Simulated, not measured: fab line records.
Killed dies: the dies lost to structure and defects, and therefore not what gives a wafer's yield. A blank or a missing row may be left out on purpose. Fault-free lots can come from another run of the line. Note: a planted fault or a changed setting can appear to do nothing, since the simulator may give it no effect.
fab line records	flow ritCmos
record: lots: 6	wafers: 18	lastDay: 7
route steps=202 shown GATE@75 FOX2@80 M1@202
lots that met no fault: taken from a fault-free run of the same line
startH: hours from the record's opening day to when the first of the lot's shown wafers began	waitH: how many hours have passed since the lot's step before this one	" repeats the value in the row above	L1.1+2: a single row standing in for several wafers	- value missing, or start not given	* or withheld: withheld	< > ~ a bound
route shown NAME@n: names a module that has steps shown in the file, with the first one's number in the route	usual: mean and standard deviation over wafers with no fault	same: alike in all rows	chamber/n: place in a boat	sites: the reading at each site	_std_site: standard deviation across them	_edge_site: inner sites' mean taken away from outer sites' mean	radiusMm: how far each site lies from the wafer's centre	mask NAME#n: copy n	behind: the most recent tool/chamber to have shaped the wafer	hold: what put the lot on hold/how long, in hours/how the hold closed	device: transistor that didn't switch, given as n, p or np	end of line: at the end of the route, the tests of the same wafers	step lacking rows: just its recipe	killed: count of dies lost to structure and defects at first sort (not the wafer's yield)	map: the dies of a wafer, with x for killed, . for not killed, _ for no die there
set.NAME: setting as actually run; set.NAME@STEP: the setting as run at that earlier step	model.NAME: the simulator's own value behind a step, which no gauge read
a table for each step, a row for each wafer; lots at some steps of the route
services: a tool's chamber out of use, with start hour (startH, from the record's first day; less than 0 if before it), hours out, and reason
== steps ==
step: RIT_GATE_WET_ETCH_00
recipe: chemistry: BOE	target: SiO2	targetDepthNm: 56	timeS: 60	dry: n2Spin	dilution: 10:1	tempC: 21.5
step: RIT_GATE_CLEAN_01
recipe: chemistry: SC1	mix: 3:3:50	timeS: 600	tempC: 75
step: RIT_GATE_CLEAN_02
recipe: chemistry: dHF	dilution: 50:1	timeS: 30
step: RIT_GATE_CLEAN_03
recipe: chemistry: SC2	mix: 3:3:50	timeS: 600	tempC: 75	dry: n2Spin
step: RIT_GATE_CLEAN_04
recipe: chemistry: dHF	dilution: 50:1	timeS: 60	dry: n2Spin
step: RIT_FOX2_THK_MEAS_91
recipe: reads: SiO2_of_FOX2_OXIDATION_00
usual: FIELD_OXIDE_LEFT_2_THK: 262/6.8
lot.wafer	tool	chamber	startH	waitH	FIELD_OXIDE_LEFT_2_THK[nm]
L653.1	filmMetro-01	-	49.87	0.0	258
L653.4	"	-	"	"	254
L653.6	"	-	"	"	253
L661.2	filmMetro-04	-	89.38	0.0	251
L661.3	"	-	"	"	253
L661.5	"	-	"	"	249
L663.3	filmMetro-03	-	98.99	0.0	270
L663.4	"	-	"	"	265
L663.6	"	-	"	"	265
L667.4	filmMetro-03	-	116.50	0.0	273
L667.5	"	-	"	"	272
L667.6	"	-	"	"	267
L669.1	filmMetro-01	-	127.75	0.0	271
L669.3	"	-	"	"	270
L669.5	"	-	"	"	269
L670.3	filmMetro-04	-	132.57	0.0	265
L670.4	"	-	"	"	272
L670.5	"	-	"	"	274
step: RIT_GATE_OXIDATION_05
recipe: tempC: 900	ambient: O2	targetThkA: 30	oxTimeS: 276.9
step: RIT_GATE_ANNEAL_06
recipe: tempC: 900	timeS: 600	ambient: N2O
step: RIT_GATE_THK_MEAS_07
recipe: reads: SiO2_of_GATE_OXIDATION_05
usual: GATE_OXIDE_THK: 3.07/0.062
lot.wafer	tool	chamber	startH	waitH	GATE_OXIDE_THK[nm]
L653.1	filmMetro-01	-	52.73	0.0	3.08
L653.4	"	-	"	"	3.04
L653.6	"	-	"	"	3.00
L661.2	filmMetro-04	-	90.77	0.0	3.00
L661.3	"	-	"	"	3.04
L661.5	"	-	"	"	3.00
L663.3	filmMetro-04	-	100.38	0.0	3.10
L663.4	"	-	"	"	3.06
L663.6	"	-	"	"	3.07
L667.4	filmMetro-01	-	119.17	0.0	3.04
L667.5	"	-	"	"	3.14
L667.6	"	-	"	"	3.15
L669.1	filmMetro-03	-	129.25	0.0	3.15
L669.3	"	-	"	"	3.17
L669.5	"	-	"	"	3.12
L670.3	filmMetro-01	-	134.06	0.0	3.11
L670.4	"	-	"	"	3.07
L670.5	"	-	"	"	3.02
step: RIT_GATE_CVD_08
recipe: material: poly-Si	targetThkNm: 250	tempC: 610	precursor: SiH4	timeS: 2220	pressureMtorr: 300	sih4FlowSccm: 100
step: RIT_GATE_THK_MEAS_09
recipe: reads: poly-Si_of_GATE_CVD_08
usual: GATE_POLY_THK: 249.6/2.1
lot.wafer	tool	chamber	startH	waitH	GATE_POLY_THK[nm]
L653.1	filmMetro-03	-	54.41	0.0	247.7
L653.4	"	-	"	"	249.5
L653.6	"	-	"	"	248.5
L661.2	filmMetro-01	-	92.44	0.0	248.0
L661.3	"	-	"	"	248.6
L661.5	"	-	"	"	247.2
L663.3	filmMetro-03	-	102.05	0.0	247.2
L663.4	"	-	"	"	248.1
L663.6	"	-	"	"	246.3
L667.4	filmMetro-03	-	120.85	0.0	251.6
L667.5	"	-	"	"	251.3
L667.6	"	-	"	"	252.0
L669.1	filmMetro-03	-	130.93	0.0	247.0
L669.3	"	-	"	"	249.5
L669.5	"	-	"	"	247.4
L670.3	filmMetro-03	-	135.74	0.0	249.5
L670.4	"	-	"	"	246.8
L670.5	"	-	"	"	248.5
step: RIT_GATE_HMDS_10
recipe: primeTimeS: 60	primeTempC: 140
step: RIT_GATE_COAT_11
recipe: resist: NOVOLAK	spinRpm: 4250	resistThkNm: 850
usual: exhaustPa: 45.0/0.81	spinSpeedRpm: 4250/3.2
lot.wafer	tool	chamber	startH	waitH	exhaustPa	spinSpeedRpm	model.NOVOLAK_of_GATE_COAT_11.thkNm
L653.1	lithoTrack-03	0	54.69	0.1	44.6	4256	847
L653.4	"	0	"	"	44.3	4247	848.2
L653.6	"	0	"	"	43.0	4251	848.4
L661.2	lithoTrack-01	0	92.74	0.1	45.3	4246	847.6
L661.3	"	0	"	"	45.3	4251	848.5
L661.5	"	0	"	"	45.6	4251	845.4
L663.3	lithoTrack-01	0	102.29	0.1	45.6	4139	863.5
L663.4	"	0	"	"	45.1	4139	865
L663.6	"	0	"	"	46.7	4141	864.8
L667.4	lithoTrack-01	0	121.10	0.1	46.2	4137	860.4
L667.5	"	0	"	"	44.6	4136	859.5
L667.6	"	0	"	"	45.6	4132	859.5
L669.1	lithoTrack-04	0	131.14	0.1	46.8	4241	851.7
L669.3	"	0	"	"	45.3	4251	848
L669.5	"	0	"	"	43.6	4251	848.6
L670.3	lithoTrack-04	0	135.98	0.1	45.3	4246	853
L670.4	"	0	"	"	46.7	4251	856.5
L670.5	"	0	"	"	43.9	4248	853.9
step: RIT_GATE_SOFTBAKE_12
recipe: resist: NOVOLAK	tempC: 90	timeS: 60
step: RIT_GATE_EXPOSE_13
recipe: maskId: M6	na: 0.6	sourceShape: conventional	sigmaOuter: 0.6	targetCdNm: 150	doseMj: 380
step: RIT_GATE_PEB_14
recipe: resist: NOVOLAK	tempC: withheld	timeS: withheld
step: RIT_GATE_DEVELOP_15
recipe: resist: NOVOLAK	developTimeS: 50	devTempC: 23
step: RIT_GATE_CD_MEAS_16
recipe: targetCdNm: 150
usual: cdNm: 149.6/2.7
lot.wafer	tool	chamber	startH	waitH	cdNm
L653.1	cdSem-01	-	55.51	-	148.2
L653.4	"	-	"	"	148.9
L653.6	"	-	"	"	148.2
L661.2	cdSem-01	-	93.56	-	150.9
L661.3	"	-	"	"	151.3
L661.5	"	-	"	"	151.2
L663.3	cdSem-02	-	103.02	-	150.7
L663.4	"	-	"	"	153.8
L663.6	"	-	"	"	152.5
L667.4	cdSem-02	-	121.91	-	148.4
L667.5	"	-	"	"	150.6
L667.6	"	-	"	"	150.9
L669.1	cdSem-02	-	131.87	-	146.9
L669.3	"	-	"	"	146.5
L669.5	"	-	"	"	148.1
L670.3	cdSem-01	-	136.67	-	154.3
L670.4	"	-	"	"	154.5
L670.5	"	-	"	"	153.1
step: RIT_GATE_OVL_MEAS_17
usual: GATE_OVL: 0.6/1.5
lot.wafer	tool	chamber	startH	waitH	GATE_OVL[nm]
L653.1	overlay-02	-	55.63	0.1	-0.3
L653.4	"	-	"	"	0.0
L653.6	"	-	"	"	-1.0
L661.2	overlay-01	-	93.67	0.1	1.3
L661.3	"	-	"	"	1.0
L661.5	"	-	"	"	0.4
L663.3	overlay-01	-	103.12	0.1	-0.8
L663.4	"	-	"	"	-1.3
L663.6	"	-	"	"	-0.5
L667.4	overlay-01	-	121.99	0.1	2.6
L667.5	"	-	"	"	3.9
L667.6	"	-	"	"	1.8
L669.1	overlay-01	-	131.99	0.1	-0.9
L669.3	"	-	"	"	0.8
L669.5	"	-	"	"	1.9
L670.3	overlay-02	-	136.76	0.1	1.3
L670.4	"	-	"	"	1.3
L670.5	"	-	"	"	3.3
step: RIT_GATE_HARDBAKE_18
recipe: resist: NOVOLAK	tempC: 140	timeS: 60
step: RIT_GATE_ETCH_19
recipe: chemistry: SF6/CHF3/O2	timeS: 165	SF6_flow_sccm: 30	CHF3_flow_sccm: 30	O2_flow_sccm: 5	target: poly-Si	pressureMtorr: 40	rfW: 160	targetDepthA: 3125	overEtchFrac: 0.25	stopOn: SiO2
usual: drypumpMotorCurrentA: 5.7/0.5	oesProductAu: 0.846/0.016	throttleValvePct: 10.18/0.1
lot.wafer	tool	chamber	startH	waitH	drypumpMotorCurrentA	oesProductAu	rfHoursCounterH	throttleValvePct	model.NOVOLAK_of_GATE_COAT_11.thkNm
L653.1	rieSi-02	1	55.82	0.1	5.6	0.840	16	10.08	660.9
L653.4	"	3	"	"	5.3	0.863	122	10.31	666.5
L653.6	"	1	"	"	5.6	0.839	-	10.10	661.9
L661.2	rieSi-01	2	94.04	0.1	5.1	0.839	38	10.16	671.3
L661.3	"	1	"	"	5.5	0.847	28	10.17	665.9
L661.5	"	2	"	"	5.1	0.843	-	10.16	669
L663.3	rieSi-01	2	103.29	0.1	5.1	0.845	38	10.16	684.9
L663.4	"	3	"	"	5.7	0.822	112	10.39	684.9
L663.6	"	3	"	"	5.7	0.820	-	10.38	685.4
L667.4	rieSi-01	2	122.16	0.1	5.1	0.857	38	10.16	682.2
L667.5	"	0	"	"	5.4	0.836	-	10.11	678
L667.6	"	1	"	"	5.5	0.844	-	10.17	676.4
L669.1	rieSi-01	1	132.18	0.1	5.5	0.842	28	10.18	669.8
L669.3	"	3	"	"	5.7	0.830	112	10.39	670.2
L669.5	"	2	"	"	5.2	0.841	-	10.17	671.4
L670.3	rieSi-02	0	136.93	0.1	6.8	0.875	139	10.14	676.1
L670.4	"	1	"	"	5.6	0.830	-	10.10	669
L670.5	"	2	"	"	6.3	0.835	-	10.11	670.4
step: RIT_GATE_STRIP_20
recipe: chemistry: O2	timeS: 180	resist: NOVOLAK	platenTempC: withheld	powerW: 500	pressureMtorr: 4000	o2FlowSccm: 4000
usual: drypumpMotorCurrentA: 5.6/0.39
lot.wafer	tool	chamber	startH	waitH	drypumpMotorCurrentA	rfHoursCounterH
L653.1	plasmaAsher-01	0	55.93	0.1	5.1	42
L653.4	"	0	"	"	5.0	-
L653.6	"	1	"	"	6.0	-
L661.2	plasmaAsher-03	0	94.15	0.1	5.8	48
L661.3	"	1	"	"	5.7	-
L661.5	"	0	"	"	5.8	-
L663.3	plasmaAsher-01	0	103.46	0.1	5.0	-
L663.4	"	1	"	"	6.0	-
L663.6	"	1	"	"	6.0	-
L667.4	plasmaAsher-01	0	122.33	0.1	5.0	-
L667.5	"	1	"	"	6.0	-
L667.6	"	0	"	"	5.0	-
L669.1	plasmaAsher-01	1	132.29	0.1	6.0	52
L669.3	"	0	"	"	5.0	-
L669.5	"	0	"	"	5.0	-
L670.3	plasmaAsher-03	1	137.10	0.1	5.7	-
L670.4	"	0	"	"	5.7	-
L670.5	"	0	"	"	5.7	-
step: RIT_M1_PROBE_99
usual: killedAtContacts: 0.1/0.26	killedAtFrontEnd: 7/3.2	killedDies: 7/3.2	killedOpen: 3.2/2.1	killedShort: 3.7/2.1
same: grossDies: 264	killed_at_M0_to_M3: 0	killed_at_M4_up: 0	killedAtBackSide: 0	killedAtOther: 0
lot.wafer	tool	chamber	startH	waitH	killedAtContacts	killedAtFrontEnd	killedDies	killedOpen	killedShort
L653.1	prober-01	-	75.90	0.1	0	11	11	6	5
L653.4	prober-01	-	76.05	0.2	0	9	9	3	6
L653.6	prober-01	-	76.15	0.2	0	7	7	2	5
L661.2	prober-01	-	115.63	0.1	0	9	9	3	6
L661.3	prober-01	-	115.68	0.2	1	7	8	4	3
L661.5	prober-01	-	115.78	0.2	0	1	1	1	0
L667.4	prober-01	-	142.76	0.2	0	6	6	2	4
L667.5	prober-01	-	142.81	0.2	0	6	6	5	1
L667.6	prober-01	-	142.86	0.2	0	9	9	5	4
L669.1	prober-01	-	153.67	0.1	0	11	11	5	6
L669.3	prober-01	-	153.77	0.2	0	10	10	6	4
L669.5	prober-01	-	153.87	0.2	0	9	9	3	6
L670.3	prober-02	-	157.93	0.2	0	6	6	4	2
L670.4	prober-02	-	157.98	0.2	0	5	5	1	4
L670.5	prober-02	-	158.03	0.2	0	5	5	4	1
killed by level:class
L653.1 GATE:geometricParticle:short=5 GATE:geometricParticle:open=3 FOX1:geometricParticle:open=2 SILICIDE:geometricParticle:open=1
L653.4 GATE:geometricParticle:short=3 SPACER:geometricParticle:short=2 FOX1:geometricParticle:short=1 GATE:geometricParticle:open=1 REOX:geometricParticle:open=1 SPACER:geometricParticle:open=1
L653.6 REOX:geometricParticle:short=2 SPACER:geometricParticle:short=2 FOX1:geometricParticle:open=1 GATE:geometricParticle:open=1 GATE:geometricParticle:short=1
L661.2 GATE:geometricParticle:open=2 GATE:geometricParticle:short=2 REOX:geometricParticle:short=2 ACTIVE:geometricParticle:short=1 FOX1:geometricParticle:short=1 REOX:geometricParticle:open=1
L661.3 GATE:geometricParticle:open=2 GATE:geometricParticle:short=2 REOX:geometricParticle:open=1 SILICIDE:geometricParticle:short=1 CONTACT:geometricParticle:open=1 NWELL:coatMicrobubblePrinted=1
L661.5 SPACER:geometricParticle:open=1
L667.4 GATE:geometricParticle:short=2 SILICIDE:geometricParticle:open=2 SPACER:geometricParticle:short=1 SILICIDE:geometricParticle:short=1
L667.5 GATE:geometricParticle:open=3 SILICIDE:geometricParticle:open=2 SILICIDE:geometricParticle:short=1
L667.6 GATE:geometricParticle:short=2 SPACER:geometricParticle:open=2 GATE:geometricParticle:open=1 REOX:geometricParticle:short=1 REOX:geometricParticle:open=1 SILICIDE:geometricParticle:short=1 SILICIDE:geometricParticle:open=1
L669.1 GATE:geometricParticle:open=4 GATE:geometricParticle:short=3 FOX2:geometricParticle:open=1 REOX:geometricParticle:short=1 SPACER:geometricParticle:short=1 SILICIDE:geometricParticle:short=1
L669.3 GATE:geometricParticle:open=3 GATE:geometricParticle:short=3 FOX2:geometricParticle:open=1 FOX2:geometricParticle:short=1 REOX:geometricParticle:open=1 SPACER:geometricParticle:open=1
L669.5 GATE:geometricParticle:short=4 FOX2:geometricParticle:open=2 FOX2:geometricParticle:short=2 GATE:geometricParticle:open=1
L670.3 GATE:geometricParticle:open=2 FOX1:geometricParticle:short=1 FOX1:geometricParticle:open=1 SPACER:geometricParticle:open=1 SILICIDE:geometricParticle:short=1
L670.4 SPACER:geometricParticle:short=2 GATE:geometricParticle:short=1 REOX:geometricParticle:short=1 SPACER:geometricParticle:open=1
L670.5 GATE:geometricParticle:open=2 SPACER:geometricParticle:open=2 SPACER:geometricParticle:short=1
== services ==
tool	chamber	startH	hours	kind
rieSi-02	-	90.27	4.3	pm
rieSi-01	-	117.84	2.8	pm
rieSi-02	3	134.17	6.9	repair
== key ==
firstSign: step: RIT_GATE_COAT_11	reading: spinSpeedRpm	direction: down	sigmas: 36	usual: 4250	struck: 4137
effect none on later readings
modelEffect: step: RIT_GATE_COAT_11	value: NOVOLAK_of_GATE_COAT_11.thkNm	without: 850.3	struck: 862.1
modelEffect: step: RIT_GATE_ETCH_19	value: NOVOLAK_of_GATE_COAT_11.thkNm	without: 671.7	struck: 682
metAt RIT_GATE_COAT_11
struckWafers L663.3,L663.4,L663.6,L667.4,L667.5,L667.6
testerLeftOut L663,L667
onsetBetween 92.74 102.29
fault: kind: processParameterDrift	tool: lithoTrack-01	chamber: -	onsetH: 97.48	steps: RIT_GATE_COAT_11	channel: spinRpm	offset: -115.51	shape: step	endH: 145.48	actsIn: theseRecipesOnly	stated: 4250
testerLeftOut: of these lots the tester's yield and bins aren't shown, on N5 and GAA mostly nor the transistor test; their killed dies are dies lost to structure and defects alone, not to doping, threshold or leakage, so they don't give the yield
